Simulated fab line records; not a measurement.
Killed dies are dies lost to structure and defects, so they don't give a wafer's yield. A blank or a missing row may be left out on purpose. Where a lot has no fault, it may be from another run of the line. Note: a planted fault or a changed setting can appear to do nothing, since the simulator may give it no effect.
Which tool is to blame?	flow rit_cmos	Sampling: 15 lots, 45 wafers, 4 of 202 route steps

WHAT THE GAUGES READ, wafer by wafer
RIT_ACTIVE_THK_MEAS_02.
lot	measured	on	ACTIVE_OXIDE_THK (nm)
L335	day 1 17:03	film_metro-01	47.7 48.5 47.6
L337	day 2 04:51	film_metro-02	45.2 45.1 45.5
L339	day 2 16:59	film_metro-01	47.6 48.5 47.6
L340	day 2 19:29	film_metro-02	47.9 46.7 47.9
L341	day 3 00:59	film_metro-01	46.6 45.9 45.8
L342	day 3 05:10	film_metro-02	47.0 47.2 46.9
L343	day 3 10:32	film_metro-02	47.0 46.6 45.8
L344	day 3 16:30	film_metro-02	47.6 46.9 47.4
L345	day 3 20:56	film_metro-02	45.9 46.2 46.3
L346	day 4 00:13	film_metro-02	45.9 45.1 46.0
L349	day 4 16:20	film_metro-02	45.6 46.3 46.0
L354	day 5 17:18	film_metro-01	43.7 44.2 43.9
L355	day 5 21:03	film_metro-02	46.5 47.3 46.2
L356	day 6 03:45	film_metro-01	46.8 46.3 46.1
L357	day 6 07:40	film_metro-01	44.8 45.4 45.4

RIT_REOX_THK_MEAS_04.
lot	measured	on	REOX_OXIDE_THK (nm)
L335	day 3 07:49	film_metro-04	25.3 25.4 25.3
L337	day 3 19:00	film_metro-02	25.3 25.6 25.4
L339	day 4 04:19	film_metro-04	25.4 25.5 24.8
L340	day 4 07:45	film_metro-04	25.1 24.9 25.1
L341	day 4 15:07	film_metro-02	24.8 25.0 24.6
L342	day 4 15:07	film_metro-04	25.0 24.6 25.2
L343	day 4 20:57	film_metro-04	25.7 25.4 25.2
L344	day 5 00:56	film_metro-04	25.5 25.6 25.3
L345	day 5 05:52	film_metro-04	25.2 25.2 25.3
L346	day 5 09:52	film_metro-04	25.8 25.7 25.8
L349	day 6 01:47	film_metro-04	24.9 24.4 24.3
L354	day 7 00:48	film_metro-04	24.3 24.1 23.6
L355	day 7 08:10	film_metro-04	24.3 24.5 24.6
L356	day 7 14:59	film_metro-02	24.7 24.5 24.7
L357	day 7 21:47	film_metro-02	25.7 25.5 25.3

RIT_SDANNEAL_RS_MEAS_04: measures by four-point-probe.
lot	measured	on	PSD_RS (ohm/sq)
L335	day 3 17:06	film_metro-01	115.91 115.59 116.00
L337	day 4 04:17	film_metro-02	116.05 116.11 116.10
L339	day 4 13:23	film_metro-02	115.86 115.77 115.93
L340	day 4 17:27	film_metro-01	115.47 115.39 115.83
L341	day 5 00:42	film_metro-01	115.47 115.56 115.43
L342	day 5 01:43	film_metro-01	115.64 116.01 115.95
L343	day 5 06:11	film_metro-01	115.80 115.48 115.89
L344	day 5 10:19	film_metro-02	115.32 115.95 116.03
L345	day 5 15:04	film_metro-01	116.15 115.72 116.12
L346	day 5 19:17	film_metro-01	115.32 115.80 115.50
L349	day 6 12:33	film_metro-02	116.24 115.61 115.89
L354	day 7 10:00	film_metro-02	115.86 115.51 115.78
L355	day 7 17:07	film_metro-02	116.06 116.24 116.16
L356	day 7 23:50	film_metro-02	116.33 116.26 116.11
L357	day 8 06:57	film_metro-01	115.63 115.62 115.63

WHICH TOOL RAN EACH LOT (tool, then ch and the chambers of the sampled wafers, then the start)
lot	RIT_NSD_COAT_01
L335	litho_track-03 ch 0, day 3 13:41
L337	litho_track-03 ch 0, day 4 00:43
L339	litho_track-03 ch 0, day 4 10:02
L340	litho_track-02 ch 0, day 4 13:46
L341	litho_track-04 ch 0, day 4 21:27
L342	litho_track-04 ch 0, day 4 22:29
L343	litho_track-04 ch 0, day 5 02:59
L344	litho_track-02 ch 0, day 5 06:50
L345	litho_track-04 ch 0, day 5 11:37
L346	litho_track-04 ch 0, day 5 15:40
L349	litho_track-03 ch 0, day 6 09:09
L354	litho_track-03 ch 0, day 7 06:37
L355	litho_track-02 ch 0, day 7 13:43
L356	litho_track-03 ch 0, day 7 20:33
L357	litho_track-02 ch 0, day 8 03:40
- RIT_NSD_COAT_01: resist thk 1000 nm.

AS READ BY THE TOOLS THEMSELVES (means over the sampled wafers that have a number; for cases with no such wafer, the mark the record gives instead)
RIT_NSD_COAT_01.
lot	tool	spin_speed_rpm (rpm)
L335	litho_track-03	3252.6
L337	litho_track-03	3252.4
L339	litho_track-03	3248.5
L340	litho_track-02	3250.7
L341	litho_track-04	3247.5
L342	litho_track-04	3249.6
L343	litho_track-04	3085.1
L344	litho_track-02	3249.4
L345	litho_track-04	3085.1
L346	litho_track-04	3085.5
L349	litho_track-03	3248.4
L354	litho_track-03	3246.8
L355	litho_track-02	3250.5
L356	litho_track-03	3248.0
L357	litho_track-02	3250.1

THE ANSWER, worked out from the rows above alone
Rule: the usual values come from the lots themselves. The widest of any qualifying gaps counts: lots, ordered by their means at a reading, are off when they make up no more than a third of the lots, leave a main group of 4 or more, and stand apart from it by 3 or more times the standard deviation of that group's means. The tables above print the reading to a certain number of digits; a main group whose means all agree to those digits is not used. A lot without any number at a reading at which 4 lots or more have one is off too. Where the step has rows for the other lots, those lots are counted as sound. The gauges are gone through in route order, then the tools' own readings, and for those a lot's mean is taken as printed above. The first step at which some lot is off is used, and at that step the reading that is off furthest; a lot without a number counts as furthest.
Off, at RIT_NSD_COAT_01 on spin_speed_rpm: L343, L345, L346. The main group: mean 3249.5 rpm, standard deviation 1.7.
If a tool, at that step or one of the process steps before it, ran each lot that is off and ran no sound lot following the first of them, it fits. One fits: litho_track-04 at RIT_NSD_COAT_01. A fault onset in the window from L342 (day 4 22:29, its last sound lot) to L343 (day 5 02:59, its first lot off) fits.
On the lots that are off, the tool's own readings at RIT_NSD_COAT_01 differ by more than 5 times the standard deviation of the sound lots' means, which bears it out; spin_speed_rpm reads 3085.2 rpm there versus 3249.5 rpm on the sound lots.

WHAT WAS PUT IN BY THE SIMULATOR
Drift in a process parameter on litho_track-04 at RIT_NSD_COAT_01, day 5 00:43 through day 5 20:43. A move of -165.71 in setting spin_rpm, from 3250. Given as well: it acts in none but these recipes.
Struck lots among those shown: L343, L345, L346. The rule given above showed the same thing.
